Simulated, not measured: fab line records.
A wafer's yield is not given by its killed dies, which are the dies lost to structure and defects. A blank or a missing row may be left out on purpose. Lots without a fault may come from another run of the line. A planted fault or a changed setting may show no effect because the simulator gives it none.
What tool caused it? ; flow rit cmos ; 42 wafers from 14 lots sampled at 5 of the route's 202 steps

WHAT THE GAUGES SHOWED, per wafer
RIT_ACTIVE_CD_MEAS_11: target cd 1400 nm. Usual: 1399.7 nm for cd nm, sd 1.8.
lot;measured;on;cd nm (nm);flag
L934;day 1 15:41;cd sem-02;1399.3 1401.8 1399.6;
L935;day 1 22:41;cd sem-02;1397.3 1398.5 1398.9;
L936;day 2 03:58;cd sem-02;1400.0 1400.5 1401.7;
L937;day 2 07:33;cd sem-02;1398.5 1398.5 1397.0;
L938;day 2 13:17;cd sem-01;1398.7 1399.3 1399.6;
L939;day 2 16:56;cd sem-02;1398.6 1399.7 1399.6;
L940;day 2 22:57;cd sem-01;1400.3 1397.8 1395.1;
L941;day 3 04:04;cd sem-02;1396.9 1396.2 1396.6;
L943;day 3 14:48;cd sem-01;1475.3 1473.3 1475.4;OFF
L946;day 4 03:58;cd sem-02;1459.8 1462.8 1460.1;OFF
L950;day 4 22:35;cd sem-01;1443.9 1446.1 1447.4;OFF
L952;day 5 09:26;cd sem-01;1398.9 1399.0 1398.2;
L953;day 5 14:31;cd sem-02;1402.7 1402.2 1402.9;
L956;day 6 05:10;cd sem-02;1397.5 1398.7 1397.9;

RIT_NWELL_OVL_MEAS_06. Usual: NWELL_OVL -1.0 nm, standard deviation 1.5.
lot;measured;on;NWELL_OVL (nm);flag
L934;day 2 03:02;overlay-01;-2.6 -0.6 -2.8;
L935;day 2 07:35;overlay-02;-1.2 0.3 0.9;
L936;day 2 13:19;overlay-01;-0.6 1.1 0.7;
L937;day 2 17:21;overlay-02;-2.0 -2.9 -1.8;
L938;day 2 20:56;overlay-02;-2.4 -3.8 -3.7;
L939;day 3 01:04;overlay-02;-0.1 0.0 -1.2;
L940;day 3 08:18;overlay-02;-2.0 -0.6 -0.2;
L941;day 3 12:32;overlay-01;-0.1 -1.6 -1.5;
L943;day 4 01:36;overlay-02;0.1 -0.3 -0.9;
L946;day 4 12:53;overlay-01;1.3 1.4 1.3;
L950;day 5 07:03;overlay-01;-4.4 -4.5 -2.9;
L952;day 5 20:18;overlay-02;0.9 0.9 0.2;
L953;day 6 02:29;overlay-02;-0.1 -0.7 -0.8;
L956;day 6 13:28;overlay-02;0.0 -2.4 -0.3;

RIT_NWELL_TW_MEAS_10. Usual: NWELL_TW 2150, standard deviation 9.9.
lot;measured;on;NWELL_TW;flag
L934;day 2 04:01;film metro-03;2152 2144 2147;
L935;day 2 08:12;film metro-01;2139 2156 2147;
L936;day 2 13:56;film metro-03;2152 2151 2156;
L937;day 2 17:58;film metro-03;2156 2158 2154;
L938;day 2 21:33;film metro-03;2153 2142 2142;
L939;day 3 01:45;film metro-01;2147 2159 2150;
L940;day 3 08:55;film metro-01;2154 2151 2161;
L941;day 3 13:09;film metro-01;2158 2153 2159;
L943;day 4 02:25;film metro-02;2152 2151 2151;
L946;day 4 13:29;film metro-03;2139 2131 2152;
L950;day 5 07:40;film metro-03;2160 2154 2165;
L952;day 5 20:55;film metro-01;2158 2158 2158;
L953;day 6 03:06;film metro-02;2145 2150 2145;
L956;day 6 14:05;film metro-02;2134 2142 2143;

RIT_NLDD_OVL_MEAS_06. Usual: NLDD_OVL -0.3 nm, standard deviation 1.6.
lot;measured;on;NLDD_OVL (nm);flag
L934;day 3 06:01;overlay-01;-2.2 -2.8 -0.5;
L935;day 3 10:02;overlay-02;0.4 0.6 1.3;
L936;day 3 17:34;overlay-02;-0.9 1.2 1.1;
L937;day 3 20:07;overlay-01;0.4 0.5 1.9;
L938;day 3 20:22;overlay-02;0.5 -1.5 0.3;
L939;day 4 05:07;overlay-02;1.7 2.6 0.7;
L940;day 4 08:05;overlay-02;-1.4 -2.6 -1.1;
L941;day 4 14:00;overlay-02;0.0 -0.4 0.0;
L943;day 5 00:50;overlay-02;1.5 1.5 1.1;
L946;day 5 11:55;overlay-02;-1.4 -2.1 -0.3;
L950;day 6 12:09;overlay-01;-2.4 -2.1 -1.6;
L952;day 6 23:18;overlay-02;-3.4 -2.0 -3.6;
L953;day 7 01:50;overlay-02;-3.5 -4.4 -1.1;
L956;day 7 15:02;overlay-02;-0.8 0.8 0.0;

WHICH TOOL RAN EACH LOT (tool, then ch and the chambers of the sampled wafers, then the start)
lot;RIT_ACTIVE_EXPOSE_08
L934;iline stepper-01 ch 0, day 1 15:17
L935;iline stepper-01 ch 0, day 1 22:17
L936;iline stepper-01 ch 0, day 2 03:32
L937;iline stepper-02 ch 0, day 2 07:09
L938;iline stepper-02 ch 0, day 2 12:53
L939;iline stepper-02 ch 0, day 2 16:28
L940;iline stepper-01 ch 0, day 2 22:24
L941;iline stepper-01 ch 0, day 3 03:40
L943;iline stepper-02 ch 0, day 3 14:24
L946;iline stepper-02 ch 0, day 4 03:34
L950;iline stepper-02 ch 0, day 4 22:11
L952;iline stepper-01 ch 0, day 5 09:02
L953;iline stepper-01 ch 0, day 5 14:07
L956;iline stepper-01 ch 0, day 6 04:46
- RIT_ACTIVE_EXPOSE_08: exposes mask M1, target cd 1400 nm.

AS READ BY THE TOOLS THEMSELVES (means over the sampled wafers that have a number; for cases with no such wafer, the mark the record gives instead)
RIT_ACTIVE_EXPOSE_08. Usual: exposure dose mJ cm2 224.93, standard deviation 0.21; stage vel mm s 500.09 mm/s, standard deviation 0.25.
lot;tool;exposure dose mJ cm2;stage vel mm s (mm/s);flag
L934;iline stepper-01;224.91;500.59;
L935;iline stepper-01;225.13;500.08;
L936;iline stepper-01;224.74;500.01;
L937;iline stepper-02;225.10;499.98;
L938;iline stepper-02;224.96;500.01;
L939;iline stepper-02;224.98;499.81;
L940;iline stepper-01;225.41;500.13;
L941;iline stepper-01;224.90;500.28;
L943;iline stepper-02;173.14;500.45;OFF
L946;iline stepper-02;183.59;500.10;OFF
L950;iline stepper-02;192.06;499.88;OFF
L952;iline stepper-01;224.96;500.05;
L953;iline stepper-01;225.05;500.04;
L956;iline stepper-01;224.67;499.87;

THE ANSWER, worked out from the rows above alone
Rule: a lot counts as off when the mean over its wafers that have a number is more than 3 standard deviations away from the usual mean. Also off: a lot with no number at a reading for which 4 or more lots have one. The other lots that the step has rows for count as sound. First the gauges in route order, then the tools' own readings, where a lot's mean is used as printed above. The first step at which some lot is off is used, and at that step the reading that is off furthest; a lot without a number counts as furthest.
Off, at RIT_ACTIVE_CD_MEAS_11 on cd nm: L943, L946, L950.
If a tool, at a process step before that reading, ran all the lots that are off and no sound lot after the first of them, it fits. The gauges at RIT_ACTIVE_CD_MEAS_11 aren't tried: what is off there is off at RIT_ACTIVE_EXPOSE_08 too, on other tools, and a gauge's error can't cause that. One fits: RIT_ACTIVE_EXPOSE_08 on iline stepper-02. A fault onset in the window from L939 (day 2 16:28, its last sound lot) to L943 (day 3 14:24, its first lot off) fits.
On the lots that are off, the tool's own readings at RIT_ACTIVE_EXPOSE_08 differ by more than 5 times the standard deviation of the sound lots' means, which bears it out; exposure dose mJ cm2 reads 182.93 there versus 224.98 on the sound lots.

WHAT THE SIMULATOR HAD PUT IN
Process parameters drifting: iline stepper-02 at RIT_ACTIVE_EXPOSE_08, beginning at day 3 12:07. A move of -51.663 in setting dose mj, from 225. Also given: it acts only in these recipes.
Shown lots that were struck: L943, L946, L950. Same finding as the rule above.
